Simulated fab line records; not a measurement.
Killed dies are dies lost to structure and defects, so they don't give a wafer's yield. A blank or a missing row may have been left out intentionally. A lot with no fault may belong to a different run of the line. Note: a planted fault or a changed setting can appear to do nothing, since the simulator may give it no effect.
One fault through the eyes of 2 desks || flow rit_cmos || what lay behind the numbers comes last; until then each desk has only its own

FROM THE METROLOGY DESK
What the gauges read for every lot (on any tool): the sampled wafers with a number, averaged. The brackets show how far a lot's mean lies from the usual mean; more than 4 standard deviations puts the lot out of limits, marked OUT.
Columns: A = GATE_OXIDE_THK at RIT_GATE_THK_MEAS_07, usual 3.01 nm; B = GATE_POLY_THK at RIT_GATE_THK_MEAS_09, usual 251.3 nm; C = cd_nm at RIT_GATE_CD_MEAS_16, usual 150.2 nm; D = GATE_OVL at RIT_GATE_OVL_MEAS_17, usual -0.3 nm
{"lot": "L727", "first seen here": "day 3 21:55", "A": 2.97, "B": 251.0, "C": 145.1, "D": -0.8}
{"lot": "L728", "first seen here": "day 4 01:46", "A": 2.96, "B": 254.0, "C": 149.2, "D": -0.3}
{"lot": "L736", "first seen here": "day 5 17:01", "A": 2.96, "B": 252.4, "C": 148.1, "D": -0.4}
{"lot": "L738", "first seen here": "day 6 03:16", "A": 3.06, "B": 249.5, "C": 152.6, "D": 0.2}
{"lot": "L741", "first seen here": "day 6 16:43", "A": 3.19, "B": 253.7, "C": 151.3, "D": -0.4}
{"lot": "L743", "first seen here": "day 7 04:23", "A": 3.02, "B": 249.1, "C": 155.5, "D": -0.2}
Finding of this desk: none of the 6 lots has anything out of limits.

TOOL OWNER'S DESK, rie_si-01
The tool's own readings at RIT_GATE_ETCH_19 (etches poly-Si in SF6/CHF3/O2, stops on SiO2, time 165 s, target depth 312.5 nm): means of the sampled wafers that have a number, for each lot that ran on this tool. The brackets show how far a lot's mean lies from the usual mean; more than 4 standard deviations puts the lot out of limits, marked OUT.
Columns: A = CHF3_flow_sccm at RIT_GATE_ETCH_19, usual 29.99 sccm; B = drypump_motor_current_A at RIT_GATE_ETCH_19, usual 6.12 A; C = oes_product_au at RIT_GATE_ETCH_19, usual 0.849 a.u.; D = throttle_valve_pct at RIT_GATE_ETCH_19, usual 10.25 %
{"lot": "L728", "first seen here": "day 4 04:39", "A": 29.93, "B": 6.19, "C": 0.848, "D": 10.23}
{"lot": "L736", "first seen here": "day 5 20:11", "A": 29.92, "B": 6.16, "C": 0.858, "D": 10.31}
{"lot": "L738", "first seen here": "day 6 06:10", "A": 29.88, "B": 6.30, "C": 0.856, "D": 10.31}
Finding of this desk: none of the 3 lots has anything out of limits.

ALL TOGETHER
Metrology desk: nothing out of limits seen.
The desk of the tool owner found nothing out of limits.

WHAT THE SIMULATOR PUT IN
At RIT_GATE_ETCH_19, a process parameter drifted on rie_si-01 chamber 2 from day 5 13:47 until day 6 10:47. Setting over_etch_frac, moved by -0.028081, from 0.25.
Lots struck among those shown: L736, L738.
